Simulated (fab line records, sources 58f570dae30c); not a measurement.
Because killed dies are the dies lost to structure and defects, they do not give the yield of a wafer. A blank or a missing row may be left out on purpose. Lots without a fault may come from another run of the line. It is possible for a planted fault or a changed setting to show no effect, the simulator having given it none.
fab line records	flow berkeley_cmos170
[record] lots = 5	wafers = 15	last_day = 11
route steps=331 shown PVT@123 GATE@125 FIELD@126
lots that met no fault: from a run of the same line without faults
start_h: hours from the record's first day to the start of the lot's first wafer shown	wait_h: how many hours have passed since the lot's step before this one	" unchanged from the row above	L1.1+2: a row that stands for several wafers	- no value, or no start given	* or withheld: withheld	< > ~ a bound
route shown NAME@n: names a module that has steps shown in the file, with the first one's number in the route	usual: average and standard deviation across the fault-free wafers	same: alike in all rows	chamber/n: place in a boat	sites: per-site readings	_std_site: the standard deviation of these	_edge_site: mean of outer sites minus mean of inner sites	radius_mm: for every site, how far away it sits from the centre of the wafer	mask NAME#n: copy n	behind: the most recent tool/chamber to have shaped the wafer	hold: cause of the lot's hold/its duration in hours/its outcome	device: names the non-switching transistor (n, p or np)	end of line: at the end of the route, the tests of the same wafers	a step given without rows: its recipe and nothing more	killed: the dies lost at the first sort to structure and to defects; this is not the yield of the wafer	map: shows each die of a wafer: x if killed, . if not, _ if none is there
set.NAME: the setting that was run; set.NAME@STEP: the one run at that earlier step	model.NAME: the simulator's own value behind a step, which no gauge read
certain route steps with their lots: each step a table, each wafer a row
services: from which hour (start_h, from the record's first day; less than 0 if before it) a tool's chamber was out of use, for how many hours, and why
[[steps]]
[step UCB170_PVT_STRIP_08]
[recipe] chemistry = O2	power_w = 400	pressure_mtorr = 3500	platen_temp_c = withheld	o2_flow_sccm = 400	overash_fraction = 0.5
[usual] drypump_motor_current_A = 5.8/0.48	oes_product_au = 0.734/0.0046	strip_time_to_endpoint_s = 21.63/0.06
lot.wafer	tool	chamber	start_h	wait_h	drypump_motor_current_A	oes_product_au	rf_hours_counter_h	strip_time_to_endpoint_s
L345.2	plasma_asher-02	1	135.31	0.1	5.3	0.730	43	21.62
L345.3	"	1	"	"	5.3	0.726	-	21.67
L345.4	"	0	"	"	5.8	0.738	-	21.63
L347.1	plasma_asher-01	0	143.56	0.1	5.9	0.738	2	21.64
L347.2	"	1	"	"	6.5	0.733	2	21.64
L347.5	"	0	"	"	5.9	0.741	-	21.66
L359.2	plasma_asher-01	1	197.85	0.1	6.5	0.728	9	21.59
L359.5	"	0	"	"	5.9	0.741	-	21.59
L359.6	"	1	"	"	6.5	0.736	-	21.62
L360.3	plasma_asher-04	0	198.08	0.1	5.9	0.735	-	21.67
L360.4	"	1	"	"	5.0	0.736	-	21.57
L360.5	"	0	"	"	5.9	0.739	-	21.62
L358.1	plasma_asher-01	1	198.13	0.1	6.5	0.743	10	21.54
L358.2	"	0	"	"	5.9	0.734	10	21.59
L358.6	"	1	"	"	6.5	0.732	-	21.53
[step UCB170_PVT_TW_MEAS_09]
[usual] PVT_TW = 505/5.3
lot.wafer	tool	chamber	start_h	wait_h	PVT_TW
L345.2	film_metro-02	-	135.42	0.1	507
L345.3	"	-	"	"	508
L345.4	"	-	"	"	509
L347.1	film_metro-03	-	143.66	0.1	499
L347.2	"	-	"	"	500
L347.5	"	-	"	"	499
L359.2	film_metro-03	-	197.96	0.1	502
L359.5	"	-	"	"	503
L359.6	"	-	"	"	501
L360.3	film_metro-03	-	198.17	0.1	503
L360.4	"	-	"	"	503
L360.5	"	-	"	"	502
L358.1	film_metro-02	-	198.23	0.1	509
L358.2	"	-	"	"	511
L358.6	"	-	"	"	507
[step UCB170_GATE_WET_ETCH_00]
[recipe] chemistry = dHF	dilution = 25:1	target = SiO2	temp_c = 25	time_s = 200
[step UCB170_FIELD_THK_MEAS_91]
[recipe] reads = SiO2_of_FIELD_OXIDATION_01
[usual] FIELD_OXIDE_LEFT_2_THK = 353/8.4
lot.wafer	tool	chamber	start_h	wait_h	FIELD_OXIDE_LEFT_2_THK[nm]
L345.2	film_metro-02	-	138.08	0.0	351
L345.3	"	-	"	"	347
L345.4	"	-	"	"	358
L347.1	film_metro-02	-	146.43	0.0	346
L347.2	"	-	"	"	350
L347.5	"	-	"	"	356
L358.1	film_metro-03	-	201.40	0.0	340
L358.2	"	-	"	"	339
L358.6	"	-	"	"	346
L359.2	film_metro-04	-	201.41	0.0	350
L359.5	"	-	"	"	347
L359.6	"	-	"	"	356
L360.3	film_metro-02	-	201.42	0.0	364
L360.4	"	-	"	"	374
L360.5	"	-	"	"	363
[step UCB170_GATE_OXIDATION_01]
[recipe] temp_c = 850	ambient = O2	target_thk_a = 66	ox_time_s = 1800
[step UCB170_GATE_THK_MEAS_02]
[recipe] reads = SiO2_of_GATE_OXIDATION_01
[usual] GATE_OXIDE_THK = 6.62/0.12
lot.wafer	tool	chamber	start_h	wait_h	GATE_OXIDE_THK[nm]
L345.2	film_metro-01	-	139.64	0.0	6.70
L345.3	"	-	"	"	6.78
L345.4	"	-	"	"	6.74
L347.1	film_metro-04	-	148.11	0.0	6.59
L347.2	"	-	"	"	6.64
L347.5	"	-	"	"	6.57
L358.1	film_metro-04	-	204.49	0.0	6.76
L358.2	"	-	"	"	6.80
L358.6	"	-	"	"	6.77
L359.2	film_metro-03	-	204.50	0.0	6.60
L359.5	"	-	"	"	6.56
L359.6	"	-	"	"	6.52
L360.3	film_metro-01	-	204.51	0.0	6.61
L360.4	"	-	"	"	6.65
L360.5	"	-	"	"	6.48
[step UCB170_GATE_ANNEAL_03]
[recipe] temp_c = 900	time_s = 1800	ambient = N2
[step UCB170_GATE_CVD_04]
[recipe] material = poly-Si	temp_c = 610	precursor = SiH4	time_s = 1440	pressure_mtorr = 375	target_thk_nm = 214	sih4_flow_sccm = 120
[step UCB170_GATE_THK_MEAS_05]
[recipe] reads = poly-Si_of_GATE_CVD_04
[usual] GATE_POLY_THK = 214.8/2.1
lot.wafer	tool	chamber	start_h	wait_h	GATE_POLY_THK[nm]
L345.2	film_metro-04	-	143.84	0.0	214.8
L345.3	"	-	"	"	215.8
L345.4	"	-	"	"	214.5
L347.1	film_metro-04	-	153.03	0.0	213.9
L347.2	"	-	"	"	212.2
L347.5	"	-	"	"	215.3
L358.1	film_metro-03	-	210.89	0.0	216.5
L358.2	"	-	"	"	216.7
L358.6	"	-	"	"	217.7
L359.2	film_metro-04	-	210.90	0.0	215.1
L359.5	"	-	"	"	212.8
L359.6	"	-	"	"	214.8
L360.3	film_metro-01	-	210.91	0.0	217.1
L360.4	"	-	"	"	215.1
L360.5	"	-	"	"	217.3
[step UCB170_GATE_COAT_06]
[recipe] resist = BARC	temp_c = withheld	time_s = withheld	spin_rpm = 3000	resist_thk_nm = withheld
[step UCB170_GATE_COAT_07]
[recipe] resist = KrF	spin_rpm = 1500	resist_thk_nm = 900
[step UCB170_GATE_SOFTBAKE_08]
[recipe] resist = KrF	temp_c = 130	time_s = 60
[step UCB170_GATE_EXPOSE_09]
[recipe] mask_id = POLY	target_cd_nm = 350	na = 0.5	sigma_outer = 0.6	source_shape = conventional	dose_mj = 21
[same] na = 0.5	sigma_outer = 0.6
lot.wafer	tool	chamber	start_h	wait_h	mask
L345.2+3+4	krf_scanner-01	0	144.35	-	POLY#0
L347.1+2+5	krf_scanner-01	0	153.78	-	POLY_R1#0
L359.2+5+6	krf_scanner-02	0	211.42	-	POLY#0
L358.1+2+6	krf_scanner-02	0	211.52	-	POLY#0
L360.3+4+5	krf_scanner-01	0	211.80	-	POLY#0
[step UCB170_GATE_PEB_10]
[recipe] peb_temp_c = 130	peb_time_s = withheld	resist = KrF
[step UCB170_GATE_DEVELOP_11]
[recipe] developer = TMAH	develop_time_s = 45	resist = KrF	dev_temp_c = 21
[step UCB170_GATE_CD_MEAS_12]
[recipe] target_cd_nm = 350
[usual] cd_nm = 349.7/1.6
lot.wafer	tool	chamber	start_h	wait_h	cd_nm
L345.2	cd_sem-01	-	144.75	-	350.4
L345.3	"	-	"	"	350.7
L345.4	"	-	"	"	350.0
L347.1	cd_sem-02	-	154.39	-	280.9
L347.2	"	-	"	"	278.6
L347.5	"	-	"	"	280.2
L359.2	cd_sem-01	-	211.81	-	352.9
L359.5	"	-	"	"	351.0
L359.6	"	-	"	"	352.6
L358.1	cd_sem-01	-	211.95	-	348.4
L358.2	"	-	"	"	348.4
L358.6	"	-	"	"	348.2
L360.3	cd_sem-02	-	212.30	-	348.5
L360.4	"	-	"	"	349.7
L360.5	"	-	"	"	350.0
[step UCB170_GATE_OVL_MEAS_13]
[usual] GATE_OVL = -3/5.3
lot.wafer	tool	chamber	start_h	wait_h	GATE_OVL[nm]
L345.2	overlay-01	-	144.85	0.1	1
L345.3	"	-	"	"	-5
L345.4	"	-	"	"	-1
L347.1	overlay-02	-	154.51	0.1	4
L347.2	"	-	"	"	-2
L347.5	"	-	"	"	-1
L359.2	overlay-02	-	211.92	0.1	1
L359.5	"	-	"	"	-3
L359.6	"	-	"	"	-4
L358.1	overlay-02	-	212.07	0.1	2
L358.2	"	-	"	"	-5
L358.6	"	-	"	"	-4
L360.3	overlay-01	-	212.39	0.1	6
L360.4	"	-	"	"	0
L360.5	"	-	"	"	-1
[step UCB170_GATE_ETCH_14]
[recipe] chemistry = N2/H2	target_depth_a = withheld	overetch_a = withheld	target = BARC	time_s = withheld	source_w = 500	bias_w = 100	pressure_mtorr = 30	n2_flow_sccm = 100	h2_flow_sccm = 200
[usual] drypump_motor_current_A = 5.7/0.41	oes_product_au = 1.004/0.014	throttle_valve_pct = 13.32/0.21
lot.wafer	tool	chamber	start_h	wait_h	drypump_motor_current_A	oes_product_au	throttle_valve_pct
L345.2	rie_diel-02	1	144.88	0.0	6.0	0.990	13.40
L345.3	"	2	"	"	6.2	0.997	13.52
L345.4	"	0	"	"	5.1	1.017	13.50
L347.1	rie_diel-01	2	154.54	0.0	6.4	1.005	12.94
L347.2	"	0	"	"	5.3	0.997	13.33
L347.5	"	3	"	"	5.6	1.014	13.28
L359.2	rie_diel-03	0	211.95	0.0	5.2	1.016	13.08
L359.5	"	3	"	"	5.8	0.980	13.14
L359.6	"	1	"	"	5.7	1.022	13.41
L358.1	rie_diel-02	2	212.11	0.0	6.2	1.002	13.53
L358.2	"	1	"	"	6.0	0.986	13.41
L358.6	"	0	"	"	5.1	1.014	13.50
L360.3	rie_diel-01	3	212.41	0.0	5.5	0.998	13.25
L360.4	"	1	"	"	5.9	0.999	13.04
L360.5	"	3	"	"	5.5	1.008	13.25
[step UCB170_GATE_ETCH_15]
[recipe] chemistry = HBr/Cl2	target = poly-Si	stop_on = SiO2	over_etch_frac = 0.3	icp_w = 300	bias_w = 150	time_s = 56.3	pressure_mtorr = 15	HBr_flow_sccm = 150	Cl2_flow_sccm = 50	target_depth_a = 2782
[usual] drypump_motor_current_A = 5.6/0.57	oes_product_au = 0.830/0.017	throttle_valve_pct = 26.55/0.12
[same] time_s = 56.3
lot.wafer	tool	chamber	start_h	wait_h	drypump_motor_current_A	oes_product_au	rf_hours_counter_h	throttle_valve_pct	model.GATE.cd_nm
L345.2	rie_si-01	1	144.92	-	5.0	0.809	49	26.45	350.9
L345.3	"	0	"	"	5.0	0.828	25	26.41	350.3
L345.4	"	1	"	"	5.0	0.803	-	26.43	349.7
L347.1	rie_si-01	2	154.58	-	4.9	0.813	1	26.64	280.9
L347.2	"	0	"	"	5.0	0.810	25	26.41	278.2
L347.5	"	1	"	"	5.1	0.827	-	26.45	279.8
L359.2	rie_si-01	3	211.99	-	6.3	0.836	83	26.65	353
L359.5	"	3	"	"	6.3	0.825	-	26.68	351.1
L359.6	"	0	"	"	5.0	0.823	-	26.41	352.9
L358.1	rie_si-02	2	212.15	-	5.6	0.870	24	26.72	348.5
L358.2	"	1	"	"	5.9	0.822	0	26.50	348.5
L358.6	"	3	"	"	6.5	0.843	-	26.65	348
L360.3	rie_si-01	2	212.46	-	4.9	0.825	1	26.64	349.1
L360.4	"	3	"	"	6.3	0.831	83	26.68	350.1
L360.5	"	1	"	"	5.0	0.817	-	26.44	350.4
[step UCB170_GATE_STRIP_16]
[recipe] chemistry = O2	power_w = 400	pressure_mtorr = 3500	platen_temp_c = withheld	o2_flow_sccm = 400	overash_fraction = 0.5
[usual] drypump_motor_current_A = 5.53/0.29	oes_product_au = 0.724/0.0044
lot.wafer	tool	chamber	start_h	wait_h	drypump_motor_current_A	oes_product_au	rf_hours_counter_h
L345.2	plasma_asher-04	0	144.97	0.0	5.94	0.726	45
L345.3	"	1	"	"	4.97	0.718	-
L345.4	"	0	"	"	5.95	0.732	-
L347.1	plasma_asher-04	1	154.63	0.0	4.97	0.727	46
L347.2	"	0	"	"	5.93	0.724	46
L347.5	"	1	"	"	4.99	0.726	-
L359.2	plasma_asher-03	0	212.04	0.0	5.66	0.724	43
L359.5	"	1	"	"	5.53	0.719	-
L359.6	"	0	"	"	5.62	0.722	-
L358.1	plasma_asher-02	0	212.20	0.0	5.77	0.733	51
L358.2	"	1	"	"	5.31	0.725	51
L358.6	"	1	"	"	5.33	0.719	-
L360.3	plasma_asher-03	0	212.54	0.1	5.57	0.719	-
L360.4	"	1	"	"	5.56	0.733	-
L360.5	"	1	"	"	5.55	0.723	-
[[services]]
tool	chamber	start_h	hours	kind
rie_diel-01	2	114.56	-	clean
rie_diel-01	2	114.56	21.1	scheduled_down
rie_diel-01	2	114.56	21.1	vent_cycle
rie_diel-03	3	116.41	6.7	repair
plasma_asher-01	0	117.75	-	clean
plasma_asher-01	1	117.75	-	clean
krf_scanner-01	-	129.21	1.0	pm
krf_scanner-01	-	130.21	0.8	pm
krf_scanner-02	-	131.08	7.2	pm
krf_scanner-02	-	138.28	1.0	pm
krf_scanner-01	-	140.03	1.3	pm
rie_diel-01	-	151.16	2.8	pm
krf_scanner-02	0	156.41	-	calibration
krf_scanner-01	-	162.12	6.0	pm
plasma_asher-04	-	176.20	0.8	repair
rie_diel-01	3	180.24	-	clean
rie_diel-01	3	180.24	25.2	scheduled_down
rie_diel-01	3	180.24	25.2	vent_cycle
krf_scanner-01	-	182.18	3.6	pm
rie_diel-02	3	184.35	3.8	repair
krf_scanner-01	-	191.02	2.2	repair
krf_scanner-01	-	195.79	4.0	pm
plasma_asher-02	-	197.61	2.8	pm
rie_diel-02	3	210.18	4.5	repair
[[key]]
[first_sign] step = UCB170_GATE_EXPOSE_09	reading = mask	direction = changed
[effect] step = UCB170_GATE_CD_MEAS_12	reading = cd_nm	direction = down	sigmas = 44	usual = 349.7	struck = 279.9
[model_effect] step = UCB170_GATE_ETCH_15	value = GATE.cd_nm	without = 349.6	struck = 279.6
met_at UCB170_GATE_EXPOSE_09
struck_wafers L347.1,L347.2,L347.5
later_rows_left_out L347.1,L347.2,L347.5
sort_left_out L347.1,L347.2,L347.5
tester_left_out L347
onset_between 144.35 153.78
[fault] kind = wrong_mask	tool = any	chamber = -	onset_h = 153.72	steps = UCB170_GATE_EXPOSE_09	aux_copy = POLY_R1#0	cd_offset_nm = -70	scope = struck_lots_only
// tester_left_out: of these lots the tester's yield and bins aren't shown, on N5 and GAA mostly nor the transistor test; their killed dies are dies lost to structure and defects alone, not to doping, threshold or leakage, so they don't give the yield
// sort_left_out: the simulated sort isn't trusted on such a fault, so these wafers' sort isn't shown, and their yield isn't known
// later_rows_left_out: the simulator's readings of these wafers behind a module that went badly wrong aren't trusted and aren't shown, but for the sort
